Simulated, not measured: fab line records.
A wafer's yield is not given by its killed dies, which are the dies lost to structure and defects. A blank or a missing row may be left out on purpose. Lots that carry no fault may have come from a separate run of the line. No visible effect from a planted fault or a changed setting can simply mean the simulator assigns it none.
The tool behind it: which one?	flow berkeley cmos170	14 lots, 42 wafers sampled, at 6 steps of a route of 331

== WHAT EACH GAUGE READ, for each wafer ==
UCB170_GATE_THK_MEAS_02. Usual: for GATE_OXIDE_THK the level is 6.60 nm and the standard deviation is 0.13.
lot	measured	on	GATE_OXIDE_THK (nm)	flag
L690	day 5 19:23	film metro-02	6.65 6.76 6.75	
L693	day 6 16:44	film metro-04	6.55 6.69 6.72	
L692	day 6 16:46	film metro-03	6.63 6.58 6.56	
L696	day 7 08:19	film metro-02	6.57 6.58 6.54	
L697	day 7 08:19	film metro-04	6.59 6.64 6.60	
L695	day 7 08:20	film metro-03	6.60 6.61 6.59	
L698	day 7 14:02	film metro-04	6.53 6.64 6.51	
L702	day 8 21:41	film metro-03	6.51 6.23 6.26	
L705	day 9 03:11	film metro-04	6.65 6.60 6.66	
L709	day 9 15:23	film metro-02	6.83 6.74 6.71	
L710	day 9 23:59	film metro-03	6.74 6.67 6.82	
L711	day 10 18:14	film metro-03	6.51 6.49 6.63	
L712	day 10 18:15	film metro-04	6.88 6.79 6.85	
L713	day 10 18:17	film metro-02	6.64 6.77 6.67	

UCB170_NLDD_TW_MEAS_11. Usual: for NLDD_TW the level is 2208 and the standard deviation is 11.
lot	measured	on	NLDD_TW	flag
L690	day 6 06:16	film metro-01	2211 2214 2213	
L693	day 7 08:26	film metro-01	2215 2206 2215	
L692	day 7 07:54	film metro-02	2209 2192 2183	
L696	day 7 19:58	film metro-03	2221 2213 2216	
L697	day 7 20:37	film metro-02	2198 2205 2193	
L695	day 7 20:40	film metro-03	2208 2213 2204	
L698	day 8 00:05	film metro-01	2223 2217 2229	
L702	day 9 11:11	film metro-03	2326 2325 2320	OFF
L705	day 9 14:10	film metro-02	2310 2316 2305	OFF
L709	day 10 10:39	film metro-02	2204 2205 2208	
L710	day 10 14:36	film metro-02	2203 2207 2213	
L711	day 11 10:15	film metro-02	2212 2211 2210	
L712	day 11 10:32	film metro-02	2199 2208 2208	
L713	day 11 09:59	film metro-02	2207 2207 2215	

UCB170_SDANNEAL_RS_MEAS_05: the measuring method here is four-point-probe. Usual: for NLDD_RS the level is 616.2 ohm/sq and the standard deviation is 1.6.
lot	measured	on	NLDD_RS (ohm/sq)	flag
L690	day 6 16:20	film metro-03	615.0 614.4 614.9	
L693	day 7 16:46	film metro-03	618.0 616.5 617.0	
L692	day 7 16:28	film metro-02	616.2 616.5 616.4	
L696	day 8 07:22	film metro-02	616.2 615.3 616.7	
L697	day 8 07:22	film metro-01	615.5 618.0 616.3	
L695	day 8 07:53	film metro-01	618.4 617.1 617.6	
L698	day 8 12:43	film metro-01	616.9 615.8 615.8	
L702	day 9 21:44	film metro-02	539.4 541.5 538.4	OFF
L705	day 9 22:08	film metro-03	539.6 537.3 538.9	OFF
L709	day 10 20:07	film metro-03	616.3 616.2 614.7	
L710	day 10 23:22	film metro-01	619.2 621.1 619.7	
L711	day 11 20:09	film metro-02	615.4 613.4 617.0	
L712	day 11 19:59	film metro-01	617.1 615.9 615.4	
L713	day 11 19:31	film metro-02	617.4 615.0 615.5	

== EACH LOT AND THE TOOL THAT RAN IT (in order: tool; ch and the chambers of the sampled wafers; start) ==
lot	UCB170_GATE_STRIP_16	UCB170_NLDD_IMPLANT_09	UCB170_NSD_STRIP_09
L690	plasma asher-02 ch 0,1, day 6 00:49	implanter-01 ch 0, day 6 06:01	plasma asher-02 ch 0,1, day 6 14:23
L693	plasma asher-04 ch 0,1, day 7 03:33	implanter-01 ch 0, day 7 08:11	plasma asher-03 ch 0,1, day 7 15:08
L692	plasma asher-02 ch 0,1, day 7 03:00	implanter-01 ch 0, day 7 07:40	plasma asher-03 ch 0,1, day 7 14:55
L696	plasma asher-03 ch 0,1, day 7 15:45	implanter-02 ch 0, day 7 19:43	plasma asher-02 ch 0,1, day 8 04:52
L697	plasma asher-04 ch 0,1, day 7 16:08	implanter-02 ch 0, day 7 20:22	plasma asher-04 ch 0,1, day 8 05:06
L695	plasma asher-03 ch 0,1, day 7 16:27	implanter-04 ch 0, day 7 20:26	plasma asher-02 ch 0,1, day 8 05:29
L698	plasma asher-04 ch 0,1, day 7 20:26	implanter-01 ch 0, day 7 23:51	plasma asher-04 ch 0,1, day 8 10:53
L702	plasma asher-02 ch 0,1, day 9 05:34	implanter-04 ch 0, day 9 10:56	plasma asher-03 ch 0,1, day 9 20:09
L705	plasma asher-04 ch 0,1, day 9 10:37	implanter-04 ch 0, day 9 13:55	plasma asher-04 ch 0,1, day 9 20:27
L709	plasma asher-02 ch 0,1, day 10 04:09	implanter-02 ch 0, day 10 10:24	plasma asher-02 ch 0,1, day 10 18:07
L710	plasma asher-02 ch 1, day 10 10:31	implanter-02 ch 0, day 10 14:21	plasma asher-03 ch 0,1, day 10 21:30
L711	plasma asher-03 ch 0,1, day 11 02:02	implanter-02 ch 0, day 11 10:01	plasma asher-03 ch 0,1, day 11 18:30
L712	plasma asher-03 ch 0,1, day 11 02:19	implanter-01 ch 0, day 11 10:19	plasma asher-04 ch 0,1, day 11 18:16
L713	plasma asher-02 ch 0,1, day 11 02:31	implanter-01 ch 0, day 11 09:44	plasma asher-03 ch 0,1, day 11 17:52
- UCB170_GATE_STRIP_16: strips in O2.
- UCB170_NLDD_IMPLANT_09
- UCB170_NSD_STRIP_09: strips in O2.

== WHAT THE TOOLS THEMSELVES READ (means of the sampled wafers that have a number; where no wafer has one, the mark that the record gives instead) ==
UCB170_GATE_STRIP_16. Usual: drypump motor current A 5.7 A, standard deviation 0.4; oes product au 0.724 a.u., standard deviation 0.0046.
lot	tool	drypump motor current A (A)	oes product au (a.u.)	flag
L690	plasma asher-02	5.9	0.724	
L693	plasma asher-04	5.5	0.724	
L692	plasma asher-02	5.9	0.725	
L696	plasma asher-03	5.3	0.720	
L697	plasma asher-04	5.5	0.725	
L695	plasma asher-03	5.6	0.720	
L698	plasma asher-04	5.5	0.729	
L702	plasma asher-02	6.1	0.725	
L705	plasma asher-04	5.7	0.721	
L709	plasma asher-02	6.1	0.726	
L710	plasma asher-02	5.8	0.725	
L711	plasma asher-03	5.3	0.730	
L712	plasma asher-03	5.5	0.726	
L713	plasma asher-02	5.9	0.732	

UCB170_NLDD_IMPLANT_09. Usual: dose ions cm2 5.001e+13, standard deviation 5.2e+10; faraday current uA 158.8, standard deviation 3.
lot	tool	dose ions cm2	faraday current uA	flag
L690	implanter-01	5.000e+13	160.0	
L693	implanter-01	4.996e+13	160.1	
L692	implanter-01	5.002e+13	158.5	
L696	implanter-02	4.997e+13	157.7	
L697	implanter-02	5.003e+13	159.8	
L695	implanter-04	4.997e+13	159.5	
L698	implanter-01	4.996e+13	162.9	
L702	implanter-04	7.161e+13	225.2	OFF
L705	implanter-04	7.168e+13	232.0	OFF
L709	implanter-02	5.007e+13	157.6	
L710	implanter-02	5.001e+13	159.1	
L711	implanter-02	5.000e+13	161.7	
L712	implanter-01	5.007e+13	157.1	
L713	implanter-01	5.003e+13	156.0	

UCB170_NSD_STRIP_09. Usual: drypump motor current A 5.7 A, standard deviation 0.4; oes product au 0.536 a.u., standard deviation 0.0043; strip time to endpoint s 35.59 s, standard deviation 0.065.
lot	tool	drypump motor current A (A)	oes product au (a.u.)	strip time to endpoint s (s)	flag
L690	plasma asher-02	6.1	0.535	35.53	
L693	plasma asher-03	5.6	0.531	35.52	
L692	plasma asher-03	5.6	0.542	35.61	
L696	plasma asher-02	5.9	0.539	35.63	
L697	plasma asher-04	5.8	0.539	35.55	
L695	plasma asher-02	5.9	0.534	35.50	
L698	plasma asher-04	5.5	0.536	35.61	
L702	plasma asher-03	5.6	0.534	35.68	
L705	plasma asher-04	5.7	0.537	35.57	
L709	plasma asher-02	6.0	0.536	35.72	
L710	plasma asher-03	5.5	0.536	35.58	
L711	plasma asher-03	5.3	0.536	35.66	
L712	plasma asher-04	5.5	0.537	35.60	
L713	plasma asher-03	5.3	0.540	35.50	

== THE ANSWER, worked out from the rows above alone ==
Rule: a lot counts as off when the mean over its wafers that have a number is more than 3 standard deviations away from the usual mean. Also off: a lot with no number at a reading for which 4 or more lots have one. Any other lot the step has rows for is counted as sound. First the gauges in route order, then the tools' own readings, where a lot's mean is used as printed above. The first step at which some lot is off is used, and at that step the reading that is off furthest; a lot without a number counts as furthest.
Off: at UCB170_NLDD_TW_MEAS_11 (NLDD_TW), L702, L705.
A tool fits if, at a process step before that reading, it ran every lot that is off, and no sound lot after the first of them. The gauges at UCB170_NLDD_TW_MEAS_11 aren't tried: what is off there is off at UCB170_NLDD_IMPLANT_09 too, on other tools, and a gauge's error can't cause that. One fits: implanter-04 at UCB170_NLDD_IMPLANT_09. Its last sound lot is L695 (day 7 20:26), its first lot that is off L702 (day 9 10:56): a fault that began between those two fits.
The tool's own readings at UCB170_NLDD_IMPLANT_09 bear it out: on the lots that are off they differ by more than 5 times the standard deviation of the sound lots' means. dose ions cm2 reads 7.164e+13 there against 5.001e+13 on the sound lots; faraday current uA reads 228.6 there against 159.2 on the sound lots.

== WHAT THE SIMULATOR HAD INSERTED ==
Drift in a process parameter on implanter-04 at UCB170_NLDD_IMPLANT_09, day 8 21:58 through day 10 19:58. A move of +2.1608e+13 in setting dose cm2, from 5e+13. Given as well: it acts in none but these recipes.
Struck lots among those shown: L702, L705. The same result came from the rule above.
